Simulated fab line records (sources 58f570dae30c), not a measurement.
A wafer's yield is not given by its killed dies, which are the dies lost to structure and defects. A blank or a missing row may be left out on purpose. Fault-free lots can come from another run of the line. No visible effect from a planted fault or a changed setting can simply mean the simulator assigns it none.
The tool behind it: which one? -- flow berkeley_cmos170 -- 14 lots with 42 wafers sampled at 2 steps, on a route of 331 steps

## WHAT THE GAUGES SHOWED, per wafer
UCB170_V1_THK_MEAS_04. Usual: V1_POLISHED_THK gives 999.7 nm (standard deviation 1.3).
lot,measured,on,V1_POLISHED_THK (nm),flag
L456,day 8 04:12,film_metro-01,1000.1 1000.2 999.8,
L457,day 8 15:56,film_metro-01,996.3 998.3 996.9,
L462,day 9 11:21,film_metro-01,998.2 1000.8 997.8,
L463,day 9 21:35,film_metro-01,999.9 1000.1 1000.1,
L465,day 10 01:52,film_metro-02,1002.3 999.4 1002.7,
L464,day 10 01:57,film_metro-04,999.0 997.0 998.0,
L466,day 10 02:11,film_metro-01,1000.6 998.1 1000.2,
L468,day 10 02:16,film_metro-02,998.0 998.6 996.7,
L472,day 11 17:20,film_metro-02,1329.3 1347.0 1346.2,OFF
L473,day 11 20:01,film_metro-02,1341.6 1346.3 1349.6,OFF
L476,day 12 07:41,film_metro-02,998.0 997.3 997.4,
L477,day 12 09:18,film_metro-04,1001.1 1000.5 999.8,
L478,day 12 10:20,film_metro-01,999.9 1000.6 1000.8,
L479,day 13 11:34,film_metro-01,998.6 999.3 1000.5,

## WHICH TOOL RAN EACH LOT (tool, then ch and the chambers of the sampled wafers, then the start)
lot,UCB170_V1_CMP_02
L456,"cmp-02 ch 0,2,3, day 8 03:49"
L457,"cmp-01 ch 0,3, day 8 15:29"
L462,"cmp-02 ch 1,3, day 9 10:49"
L463,"cmp-02 ch 0,1,2, day 9 21:09"
L465,"cmp-02 ch 1,2,3, day 10 01:33"
L464,"cmp-01 ch 1,2,3, day 10 01:41"
L466,"cmp-02 ch 0,1,3, day 10 01:45"
L468,"cmp-01 ch 0,2,3, day 10 01:50"
L472,"cmp-01 ch 0,1,3, day 11 17:01"
L473,"cmp-01 ch 2,3, day 11 19:35"
L476,"cmp-02 ch 0,1, day 12 07:15"
L477,"cmp-02 ch 1,2, day 12 08:53"
L478,"cmp-02 ch 0,2,3, day 12 09:58"
L479,"cmp-02 ch 0,2,3, day 13 11:08"
- UCB170_V1_CMP_02: polishes SiO2.

## AS READ BY THE TOOLS THEMSELVES (means over the sampled wafers that have a number; for cases with no such wafer, the mark the record gives instead)
UCB170_V1_CMP_02. Usual: head_pressure_psi 6.000 psi, standard deviation 0.011; motor_current_A 16.0 A, standard deviation 1.3.
lot,tool,head_pressure_psi (psi),motor_current_A (A),flag
L456,cmp-02,5.994,16.4,
L457,cmp-01,6.005,16.6,
L462,cmp-02,5.991,15.4,
L463,cmp-02,6.017,17.1,
L465,cmp-02,5.999,16.0,
L464,cmp-01,6.020,15.4,
L466,cmp-02,6.016,16.1,
L468,cmp-01,5.994,16.5,
L472,cmp-01,6.010,15.1,
L473,cmp-01,6.004,17.0,
L476,cmp-02,6.004,16.7,
L477,cmp-02,5.995,16.4,
L478,cmp-02,5.992,15.9,
L479,cmp-02,6.008,15.6,

## THE ANSWER, worked out from the rows above alone
Rule: take the mean of a lot's wafers that have a number; if it is more than 3 standard deviations from the usual mean, the lot is off. Also off: a lot with no number at a reading for which 4 or more lots have one. The other lots that the step has rows for count as sound. First the gauges in route order, then the tools' own readings, where a lot's mean is used as printed above. At the first step where some lot is off, the reading lying furthest off is the one used; lots without a number count as furthest.
Off: at UCB170_V1_THK_MEAS_04 (V1_POLISHED_THK), L472, L473.
A tool fits if, at a process step before that reading, it ran every lot that is off, and no sound lot after the first of them. Those tools and the gauges at UCB170_V1_THK_MEAS_04 are tried in the same way. One fits: cmp-01 at UCB170_V1_CMP_02. A fault onset in the window from L468 (day 10 01:50, its last sound lot) to L472 (day 11 17:01, its first lot off) fits.

## WHAT THE SIMULATOR HAD INSERTED
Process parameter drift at UCB170_V1_CMP_02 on cmp-01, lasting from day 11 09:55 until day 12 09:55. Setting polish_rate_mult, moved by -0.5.
Shown lots that were struck: L472, L473. The rule given above showed the same thing.
